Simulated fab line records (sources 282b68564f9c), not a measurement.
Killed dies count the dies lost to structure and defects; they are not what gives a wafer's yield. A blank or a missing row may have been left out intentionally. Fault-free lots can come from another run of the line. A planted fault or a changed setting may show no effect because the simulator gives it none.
Which tool was responsible? -- flow rit-cmos -- Sampling: 14 lots, 42 wafers, 2 of 202 route steps

== WHAT THE GAUGES READ, wafer by wafer ==
No reading from a measuring or inspecting step in the record can be judged against a usual standard deviation.

== EACH LOT AND THE TOOL THAT RAN IT (in order: tool; ch and the chambers of the sampled wafers; start) ==
lot,RIT_NRETRO_STRIP_09,RIT_M1_PROBE_99
L778,"plasma-asher-01 ch 0,1, day 2 07:09",-
L781,"plasma-asher-02 ch 0,1, day 3 01:32",-
L782,"plasma-asher-01 ch 0,1, day 3 07:35",-
L783,"plasma-asher-01 ch 0,1, day 3 13:16",-
L784,"plasma-asher-01 ch 0,1, day 3 15:41",-
L786,"plasma-asher-03 ch 0,1, day 4 00:31",-
L787,"plasma-asher-03 ch 0,1, day 4 05:40",-
L788,"plasma-asher-03 ch 0,1, day 4 10:28",-
L789,"plasma-asher-01 ch 0,1, day 4 14:47",-
L790,"plasma-asher-01 ch 0,1, day 4 19:09",-
L791,"plasma-asher-03 ch 0,1, day 4 23:42",-
L793,"plasma-asher-02 ch 0,1, day 5 10:43",-
L795,"plasma-asher-02 ch 0,1, day 5 19:51","prober-02, day 6 23:58"
L796,"plasma-asher-02 ch 0,1, day 6 02:08","prober-01, day 7 07:37"
- RIT_NRETRO_STRIP_09: strips in O2, time 180 s.
- RIT_M1_PROBE_99

== AS READ BY THE TOOLS THEMSELVES (means over the sampled wafers that have a number; for cases with no such wafer, the mark the record gives instead) ==
RIT_NRETRO_STRIP_09.
lot,tool,drypump-motor-current-A (A)
L778,plasma-asher-01,5.5
L781,plasma-asher-02,5.2
L782,plasma-asher-01,5.1
L783,plasma-asher-01,5.1
L784,plasma-asher-01,5.1
L786,plasma-asher-03,5.8
L787,plasma-asher-03,5.8
L788,plasma-asher-03,5.8
L789,plasma-asher-01,5.5
L790,plasma-asher-01,5.1
L791,plasma-asher-03,5.6
L793,plasma-asher-02,5.2
L795,plasma-asher-02,5.2
L796,plasma-asher-02,5.1

RIT_M1_PROBE_99.
lot,tool,killed-at-contacts,killed-at-front-end,killed-dies,killed-on-rim,killed-open,killed-short
L795,prober-02,0.0,14,14,4.3,2.7,3.7
L796,prober-01,0.0,22,22,7.3,3.7,4.3

== THE ANSWER, worked out from the rows above alone ==
Rule: usual is defined by the lots themselves. Put in order of their means at a reading, lots are off if they are a third of the lots or fewer, leave a main group of 4 or more, and stand apart from it by a gap of 3 or more times the standard deviation of the main group's means; of several such gaps the widest counts. If all means in a main group match to the digits the tables above print for the reading, that group is not used. A lot without any number at a reading at which 4 lots or more have one is off too. All remaining lots with rows at the step are treated as sound. The gauges are gone through in route order, then the tools' own readings, and for those a lot's mean is taken as printed above. At the first step where some lot is off, the reading lying furthest off is the one used; lots without a number count as furthest.
No lot is off on any of the readings shown, so nothing can be concluded from this.

== WHAT HAD BEEN PUT IN BY THE SIMULATOR ==
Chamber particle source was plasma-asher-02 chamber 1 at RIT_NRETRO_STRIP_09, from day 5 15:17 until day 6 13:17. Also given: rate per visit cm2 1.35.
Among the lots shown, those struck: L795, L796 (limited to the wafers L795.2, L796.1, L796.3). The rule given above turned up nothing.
